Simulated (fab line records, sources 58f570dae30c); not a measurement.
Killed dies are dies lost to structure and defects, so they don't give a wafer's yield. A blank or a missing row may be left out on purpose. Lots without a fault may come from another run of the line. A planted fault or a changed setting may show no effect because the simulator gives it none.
Which tool did it? | flow berkeley_cmos170 | 14 lots, 42 wafers sampled, at 5 steps of a route of 331

WHAT THE GAUGES READ, wafer by wafer
UCB170_WELLDRIVE_THK_MEAS_02. Usual: WELLDRIVE_OXIDE_THK 198 nm, standard deviation 3.5.
lot  | measured    | on            | WELLDRIVE_OXIDE_THK (nm) | flag
L332 | day 4 01:48 | film_metro-02 | 197 197 197              |
L333 | day 4 15:20 | film_metro-01 | 202 205 203              |
L334 | day 4 15:20 | film_metro-03 | 197 197 198              |
L335 | day 4 15:20 | film_metro-02 | 195 195 199              |
L336 | day 5 01:35 | film_metro-03 | 199 198 195              |
L337 | day 5 01:35 | film_metro-01 | 200 199 197              |
L338 | day 5 07:53 | film_metro-02 | 198 196 195              |
L339 | day 5 07:55 | film_metro-01 | 193 192 194              |
L340 | day 5 16:50 | film_metro-02 | 195 195 194              |
L342 | day 5 23:36 | film_metro-01 | 197 198 199              |
L347 | day 7 07:46 | film_metro-01 | 178 177 179              | OFF
L348 | day 7 07:46 | film_metro-02 | 181 176 179              | OFF
L350 | day 8 01:39 | film_metro-02 | 196 199 198              |
L351 | day 8 01:41 | film_metro-03 | 201 202 203              |

UCB170_SILICIDE_THK_MEAS_03: measures by xrf. Usual: SILICIDE_TI_THK 29.92 nm, standard deviation 0.29.
lot  | measured     | on            | SILICIDE_TI_THK (nm) | flag
L332 | day 8 00:36  | film_metro-02 | 29.66 29.61 29.99    |
L333 | day 8 23:17  | film_metro-04 | 29.74 29.69 29.44    |
L334 | day 8 23:40  | film_metro-01 | 29.88 29.88 29.64    |
L335 | day 8 23:00  | film_metro-01 | 29.75 29.91 29.99    |
L336 | day 9 09:41  | film_metro-01 | 29.71 29.53 29.23    |
L337 | day 9 10:16  | film_metro-02 | 29.91 29.87 30.06    |
L338 | day 9 10:06  | film_metro-01 | 30.60 30.37 30.30    |
L339 | day 9 10:32  | film_metro-01 | 30.42 30.44 30.43    |
L340 | day 10 07:15 | film_metro-02 | 29.90 29.75 29.66    |
L342 | day 10 08:29 | film_metro-02 | 29.86 29.86 29.83    |
L347 | day 11 16:58 | film_metro-01 | 29.73 29.92 29.74    |
L348 | day 11 17:19 | film_metro-04 | 30.50 30.56 30.44    |
L350 | day 12 02:36 | film_metro-04 | 30.12 29.93 29.78    |
L351 | day 12 03:02 | film_metro-04 | 30.30 30.07 29.93    |

UCB170_M1_CD_MEAS_09: target cd 700 nm. Usual: cd_nm 700.4 nm, standard deviation 1.1.
lot  | measured     | on        | cd_nm (nm)        | flag
L332 | day 8 06:38  | cd_sem-02 | 699.5 700.0 699.6 |
L333 | day 9 06:47  | cd_sem-02 | 699.7 702.1 700.9 |
L334 | day 9 07:20  | cd_sem-02 | 701.8 700.2 701.0 |
L335 | day 9 04:53  | cd_sem-02 | 701.2 700.5 700.9 |
L336 | day 9 16:49  | cd_sem-02 | 699.3 698.6 698.3 |
L337 | day 9 18:29  | cd_sem-02 | 699.3 700.3 699.9 |
L338 | day 9 17:12  | cd_sem-02 | 701.0 702.0 701.7 |
L339 | day 9 18:46  | cd_sem-02 | 700.1 700.1 701.0 |
L340 | day 10 14:18 | cd_sem-02 | 701.7 699.4 701.0 |
L342 | day 10 16:53 | cd_sem-02 | 701.3 701.6 700.6 |
L347 | day 12 00:56 | cd_sem-02 | 701.2 701.9 701.8 |
L348 | day 12 01:16 | cd_sem-02 | 700.9 699.2 700.5 |
L350 | day 12 08:56 | cd_sem-01 | 699.9 699.1 700.4 |
L351 | day 12 09:56 | cd_sem-01 | 699.2 700.9 701.8 |

WHICH TOOL RAN EACH LOT (tool, then ch and the chambers of the sampled wafers, then the start)
lot  | UCB170_WELLDRIVE_OXIDATION_01 | UCB170_CONTACT_STRIP_19
L332 | furnace-01 ch 0, day 3 22:17  | plasma_asher-02 ch 0,1, day 8 04:44
L333 | furnace-04 ch 0, day 4 11:50  | plasma_asher-03 ch 0,1, day 9 04:56
L334 | furnace-04 ch 0, day 4 11:50  | plasma_asher-02 ch 0,1, day 9 05:19
L335 | furnace-04 ch 0, day 4 11:50  | plasma_asher-04 ch 0,1, day 9 03:17
L336 | furnace-01 ch 0, day 4 22:04  | plasma_asher-03 ch 0,1, day 9 14:09
L337 | furnace-01 ch 0, day 4 22:04  | plasma_asher-03 ch 0,1, day 9 16:25
L338 | furnace-02 ch 0, day 5 04:23  | plasma_asher-02 ch 0,1, day 9 14:41
L339 | furnace-02 ch 0, day 5 04:23  | plasma_asher-04 ch 0,1, day 9 16:53
L340 | furnace-02 ch 0, day 5 13:19  | plasma_asher-03 ch 0,1, day 10 12:07
L342 | furnace-01 ch 0, day 5 20:06  | plasma_asher-03 ch 0,1, day 10 14:34
L347 | furnace-01 ch 0, day 7 04:16  | plasma_asher-02 ch 1, day 11 22:25
L348 | furnace-01 ch 0, day 7 04:16  | plasma_asher-03 ch 0,1, day 11 22:46
L350 | furnace-02 ch 0, day 7 22:09  | plasma_asher-04 ch 0,1, day 12 07:07
L351 | furnace-02 ch 0, day 7 22:09  | plasma_asher-02 ch 0,1, day 12 07:55
- UCB170_WELLDRIVE_OXIDATION_01: target thk 199 nm, ox time 9000 s.
- UCB170_CONTACT_STRIP_19: strips in O2.

WHAT THE TOOLS THEMSELVES READ (means of the sampled wafers that have a number; where no wafer has one, the mark that the record gives instead)
UCB170_WELLDRIVE_OXIDATION_01. Usual: spike_tc_centre_C 1102.2 C, standard deviation 1.2; spike_tc_load_C 1130 C, standard deviation 3.1; spike_tc_source_C 1128.9 C, standard deviation 2.1.
lot  | tool       | spike_tc_centre_C (C) | spike_tc_load_C (C) | spike_tc_source_C (C) | flag
L332 | furnace-01 | 1102.6                | 1132                | 1130.5                |
L333 | furnace-04 | 1102.1                | 1127                | 1126.1                |
L334 | furnace-04 | 1103.8                | 1127                | 1127.2                |
L335 | furnace-04 | 1102.8                | 1127                | 1126.6                |
L336 | furnace-01 | 1101.2                | 1132                | 1130.2                |
L337 | furnace-01 | 1102.0                | 1133                | 1130.2                |
L338 | furnace-02 | 1103.0                | 1127                | 1127.6                |
L339 | furnace-02 | 1102.3                | 1127                | 1127.4                |
L340 | furnace-02 | 1101.6                | 1126                | 1127.2                |
L342 | furnace-01 | 1101.7                | 1133                | 1131.2                |
L347 | furnace-01 | 1085.7                | 1118                | 1113.9                | OFF
L348 | furnace-01 | 1086.0                | 1116                | 1113.9                | OFF
L350 | furnace-02 | 1102.5                | 1127                | 1128.1                |
L351 | furnace-02 | 1102.7                | 1127                | 1128.4                |

UCB170_CONTACT_STRIP_19. Usual: drypump_motor_current_A 5.6 A, standard deviation 0.7; oes_product_au 0.725 a.u., standard deviation 0.0047.
lot  | tool            | drypump_motor_current_A (A) | oes_product_au (a.u.) | flag
L332 | plasma_asher-02 | 6.4                         | 0.724                 |
L333 | plasma_asher-03 | 5.6                         | 0.726                 |
L334 | plasma_asher-02 | 6.3                         | 0.721                 |
L335 | plasma_asher-04 | 5.2                         | 0.729                 |
L336 | plasma_asher-03 | 5.6                         | 0.722                 |
L337 | plasma_asher-03 | 5.6                         | 0.726                 |
L338 | plasma_asher-02 | 6.3                         | 0.724                 |
L339 | plasma_asher-04 | 5.2                         | 0.726                 |
L340 | plasma_asher-03 | 5.1                         | 0.731                 |
L342 | plasma_asher-03 | 5.6                         | 0.724                 |
L347 | plasma_asher-02 | 6.6                         | 0.726                 |
L348 | plasma_asher-03 | 5.5                         | 0.728                 |
L350 | plasma_asher-04 | 5.2                         | 0.728                 |
L351 | plasma_asher-02 | 6.3                         | 0.727                 |

THE ANSWER, worked out from the rows above alone
Rule: a lot is off if the mean of its wafers that have a number lies more than 3 standard deviations from the usual mean. A lot without any number at a reading at which 4 lots or more have one is off too. The other lots that the step has rows for count as sound. The gauges are gone through in route order, then the tools' own readings, and for those a lot's mean is taken as printed above. The first step at which some lot is off is used, and at that step the reading that is off furthest; a lot without a number counts as furthest.
Off: L347, L348, at UCB170_WELLDRIVE_THK_MEAS_02 (WELLDRIVE_OXIDE_THK).
A tool fits if, at a process step before that reading, it ran every lot that is off, and no sound lot after the first of them. The gauges at UCB170_WELLDRIVE_THK_MEAS_02 aren't tried: what is off there is off at UCB170_WELLDRIVE_OXIDATION_01 too, on other tools, and a gauge's error can't cause that. One fits: furnace-01 at UCB170_WELLDRIVE_OXIDATION_01. Its last sound lot is L342 (day 5 20:06), its first lot that is off L347 (day 7 04:16): a fault that began between those two fits.
The tool's own readings at UCB170_WELLDRIVE_OXIDATION_01 bear it out: on the lots that are off they differ by more than 5 times the standard deviation of the sound lots' means. spike_tc_centre_C reads 1085.8 C there against 1102.4 C on the sound lots; spike_tc_source_C reads 1113.9 C there against 1128.4 C on the sound lots.

WHAT THE SIMULATOR HAD PUT IN
Process parameter drift: furnace-01, from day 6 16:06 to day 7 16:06, at UCB170_WELLDRIVE_OXIDATION_01. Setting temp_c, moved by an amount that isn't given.
Lots struck among those shown: L347, L348. The rule above found the same.
